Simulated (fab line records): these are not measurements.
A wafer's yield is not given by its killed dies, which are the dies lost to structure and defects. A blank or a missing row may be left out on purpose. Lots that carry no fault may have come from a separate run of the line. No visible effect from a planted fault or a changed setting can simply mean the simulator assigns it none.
Struck lot and sound lot, side by side	flow berkeley cmos170	28 out of 331 route steps
Sound: these wafers, L508.3, L508.4, L508.5. Struck: wafers L515.1, L515.2, L515.6. The cause is given at the end.
Per side, at each step with rows, come the tool, then ch with its chambers, and then its first start. Under that, the readings that differ: sound wafers	struck wafers	difference of the means	sigmas: that difference in standard deviations of wafers without a fault.
alike: readings whose means differ by less than 2 such deviations, and words and numbers that are the same on both sides. not compared: withheld readings, readings that some wafer has no value for, bounds like >300 that may hide the same value, and numbers for which the record gives no deviation and whose values overlap.
Wherever a step has rows on one side only, a row that says differs or no value, or a row with sigmas, the two part there. Non-overlapping numbers with no deviation appear without sigmas and do not part them. A reading that every wafer of one side lacks parts them only if that side has two wafers or more.

first, 6 steps without rows for these wafers: UCB170_PVT_HMDS_00 (prime time 60 s); UCB170_PVT_COAT_01 (resist thk 900 nm); UCB170_PVT_SOFTBAKE_02 (time 59.17 s); UCB170_PVT_EXPOSE_03 (exposes mask NWELL, target cd 3000 nm); UCB170_PVT_PEB_04; UCB170_PVT_DEVELOP_05 (develop time 45 s).
UCB170_PVT_OVL_MEAS_06:
  sound: overlay-02 at day 8 05:02; struck: overlay-02 at day 10 17:51
  alike: PVT_OVL
next, for these wafers, 1 step has no rows: UCB170_PVT_IMPLANT_07.
UCB170_PVT_STRIP_08: strips in O2.
  sound on plasma asher-01 ch 0,1, day 8 05:14; struck on plasma asher-03 ch 0,1, day 10 18:02
  alike: drypump motor current A, oes product au, strip time to endpoint s
  not compared: rf hours counter h
UCB170_PVT_TW_MEAS_09:
  sound: film metro-03 at day 8 05:20; struck: film metro-04 at day 10 18:10
  alike: PVT_TW
then, 1 step without rows for these wafers: UCB170_GATE_WET_ETCH_00 (etches SiO2 in dHF, time 200 s).
UCB170_FIELD_THK_MEAS_91:
  sound: film metro-01 at day 8 05:32; struck: film metro-03 at day 10 18:23
  alike: FIELD_OXIDE_LEFT_2_THK
UCB170_GATE_OXIDATION_01: target thk 6.6 nm, ox time 1800 s.
  sound on furnace-01 ch 0, day 8 07:34; struck on furnace-01 ch 0, day 10 22:02
reading	sound	struck	difference	sigmas
spike tc centre C (C)	854.5 854.4 853.2	840.2 842.0 839.8	-13.4	-10
spike tc load C (C)	877.4 878.8 880.2	864.5 863.8 862.0	-15.4	-12
spike tc source C (C)	871 871 871	855 857 858	-14	-5
tube center temp C (C)	850.04 850.16 849.95	836.05 836.07 836	-14.01	-99 or more
tube_center_temp_C_max	852.8 852.2 851.8	838.4 838.4 837.9	-14.0	-41
model.SiO2_of_GATE_OXIDATION_01.thk nm (nm)	6.58 6.689 6.562	5.424 5.485 5.484	-1.146	
  alike: zone power load pct
UCB170_GATE_THK_MEAS_02:
  sound: film metro-03 at day 8 09:05; struck: film metro-03 at day 10 23:47
reading	sound	struck	difference	sigmas
GATE_OXIDE_THK (nm)	6.56 6.66 6.57	5.42 5.53 5.45	-1.13	-10
  not compared: hold
then, 1 step without rows for these wafers: UCB170_GATE_CVD_04 (deposits poly-Si from SiH4, time 1440 s, target thk 214 nm).
UCB170_GATE_THK_MEAS_05:
  sound: film metro-01 at day 8 13:34; struck: film metro-03 at day 11 09:41
  alike: GATE_POLY_THK
then, 6 steps without rows for these wafers: UCB170_GATE_COAT_06; UCB170_GATE_COAT_07 (resist thk 900 nm); UCB170_GATE_SOFTBAKE_08 (time 60 s); UCB170_GATE_EXPOSE_09 (exposes mask POLY, target cd 350 nm); UCB170_GATE_PEB_10; UCB170_GATE_DEVELOP_11 (develop time 45 s).
UCB170_GATE_CD_MEAS_12: target cd 350 nm.
  sound: cd sem-02 at day 8 15:40; struck: cd sem-01 at day 11 10:38
  alike: cd nm
UCB170_GATE_OVL_MEAS_13:
  sound: overlay-02 at day 8 15:45; struck: overlay-02 at day 11 10:46
  alike: GATE_OVL
UCB170_GATE_ETCH_14: etches BARC in N2/H2.
  sound on rie diel-01 ch 1,2, day 8 15:46; struck on rie diel-02 ch 1,2,3, day 11 10:47
  alike: drypump motor current A, oes product au, throttle valve pct
UCB170_GATE_ETCH_15: etches poly-Si in HBr/Cl2, stops on SiO2, time 56.3 s, target depth 278.2 nm.
  sound on rie si-02 ch 2,3, day 8 15:49; struck on rie si-01 ch 0,2,3, day 11 10:50
reading	sound	struck	difference	sigmas
model.SiO2_of_GATE_OXIDATION_01.thk nm (nm)	6.563 6.654 6.544	5.424 5.437 5.484	-1.139	
  alike: drypump motor current A, oes product au, throttle valve pct
  not compared: rf hours counter h
UCB170_GATE_STRIP_16: strips in O2.
  sound on plasma asher-04 ch 0,1, day 8 15:54; struck on plasma asher-02 ch 0,1, day 11 10:53
  alike: drypump motor current A, oes product au
  not compared: rf hours counter h
UCB170_M3_PROBE_99:
  rows exist in the record for the sound wafers here (prober-02, day 10 17:44), none for the struck ones

WHERE THEY PART
First at UCB170_GATE_OXIDATION_01; last, within this record, at UCB170_M3_PROBE_99.

WHY: what the simulator had put in
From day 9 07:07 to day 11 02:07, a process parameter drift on furnace-01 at UCB170_GATE_OXIDATION_01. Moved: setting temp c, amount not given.
